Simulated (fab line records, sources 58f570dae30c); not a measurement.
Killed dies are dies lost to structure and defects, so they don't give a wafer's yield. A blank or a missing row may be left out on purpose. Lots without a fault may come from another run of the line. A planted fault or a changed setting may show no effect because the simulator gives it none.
Tool commonality check | flow berkeley_cmos170 | 14 lots, 42 wafers sampled

WHY IT WAS OPENED
At UCB170_ACTIVE_CD_MEAS_13 the reading cd_nm is flagged on 2 of 14 lots. Wafers without a fault read 1200.1 nm, standard deviation 1.5.
Rule: a lot is flagged when every wafer of it that has a number lies more than 4 standard deviations from that mean, or none has a number. The other lots count as sound.

lot  | measured    | on        | cd_nm (nm), wafer by wafer | flag
L601 | day 5 01:47 | cd_sem-02 | 1199.5 1199.1 1200.6       |
L606 | day 5 17:08 | cd_sem-01 | 1199.7 1200.6 1201.3       |
L607 | day 5 17:26 | cd_sem-01 | 1168.1 1169.2 1168.9       | FLAGGED
L604 | day 5 17:44 | cd_sem-01 | 1201.7 1203.1 1201.3       |
L610 | day 6 20:25 | cd_sem-02 | 1198.0 1198.1 1197.9       |
L611 | day 6 20:37 | cd_sem-01 | 1172.5 1174.6 1173.8       | FLAGGED
L612 | day 7 03:37 | cd_sem-02 | 1199.1 1201.6 1200.7       |
L614 | day 7 10:44 | cd_sem-02 | 1198.1 1197.2 1200.5       |
L615 | day 7 17:22 | cd_sem-02 | 1202.4 1203.7 1202.6       |
L616 | day 7 23:26 | cd_sem-01 | 1200.9 1202.3 1201.2       |
L617 | day 8 00:04 | cd_sem-01 | 1200.2 1199.1 1197.8       |
L618 | day 8 14:56 | cd_sem-01 | 1200.1 1200.2 1200.1       |
L620 | day 9 03:55 | cd_sem-01 | 1198.8 1199.6 1199.0       |
L621 | day 9 10:52 | cd_sem-02 | 1201.4 1201.7 1200.3       |
The numbers of the flagged lots are 1171.2 nm on average: -28.9 nm against the usual, or -19 standard deviations.

WHICH TOOL RAN EACH LOT
The record holds 1 process step before the reading, out of a route of 331 steps. In each cell: the tool, then ch and the chambers that the sampled wafers went through, then the start.
lot  | flag    | UCB170_ACTIVE_COAT_08
L601 |         | litho_track-02 ch 0, day 5 00:23
L606 |         | litho_track-04 ch 0, day 5 16:26
L607 | FLAGGED | litho_track-02 ch 0, day 5 16:31
L604 |         | litho_track-01 ch 0, day 5 16:33
L610 |         | litho_track-04 ch 0, day 6 19:44
L611 | FLAGGED | litho_track-02 ch 0, day 6 19:41
L612 |         | litho_track-04 ch 0, day 7 02:48
L614 |         | litho_track-04 ch 0, day 7 09:56
L615 |         | litho_track-04 ch 0, day 7 16:32
L616 |         | litho_track-04 ch 0, day 7 22:09
L617 |         | litho_track-04 ch 0, day 7 22:34
L618 |         | litho_track-04 ch 0, day 8 13:45
L620 |         | litho_track-02 ch 0, day 9 03:13
L621 |         | litho_track-01 ch 0, day 9 10:00
What these steps do:
- UCB170_ACTIVE_COAT_08: resist thk 900 nm.
- UCB170_ACTIVE_CD_MEAS_13: target cd 1200 nm.

FLAGGED OVER TOTAL, TOOL BY TOOL (the gauges that took the reading come last)
step                     | tool           | lots run | flagged | share of the flagged lots | sound lots run after its first flagged lot
UCB170_ACTIVE_COAT_08    | litho_track-01 | 2        | 0       | none                      | -
UCB170_ACTIVE_COAT_08    | litho_track-02 | 4        | 2       | all                       | 1 (L620)
UCB170_ACTIVE_COAT_08    | litho_track-04 | 8        | 0       | none                      | -
UCB170_ACTIVE_CD_MEAS_13 | cd_sem-01      | 8        | 2       | all                       | 5 (L604,L616,L617,L618,L620)
UCB170_ACTIVE_CD_MEAS_13 | cd_sem-02      | 6        | 0       | none                      | -

WHAT THE TABLE ALLOWS
2 rows of the table ran every flagged lot: litho_track-02 at UCB170_ACTIVE_COAT_08, cd_sem-01 at UCB170_ACTIVE_CD_MEAS_13.
- litho_track-02 at UCB170_ACTIVE_COAT_08: 2 of its 4 lots flagged. Sound lots ran on it after the first flagged one (L620), which a lasting fault on the whole tool wouldn't allow.
- cd_sem-01 at UCB170_ACTIVE_CD_MEAS_13: 2 of its 8 lots flagged. Sound lots ran on it after the first flagged one (L604, L616, L617, L618, L620), which a lasting fault on the whole tool wouldn't allow.
No row of the table ran every flagged lot and no sound lot after the first.

WHAT THE SIMULATOR HAD PUT IN
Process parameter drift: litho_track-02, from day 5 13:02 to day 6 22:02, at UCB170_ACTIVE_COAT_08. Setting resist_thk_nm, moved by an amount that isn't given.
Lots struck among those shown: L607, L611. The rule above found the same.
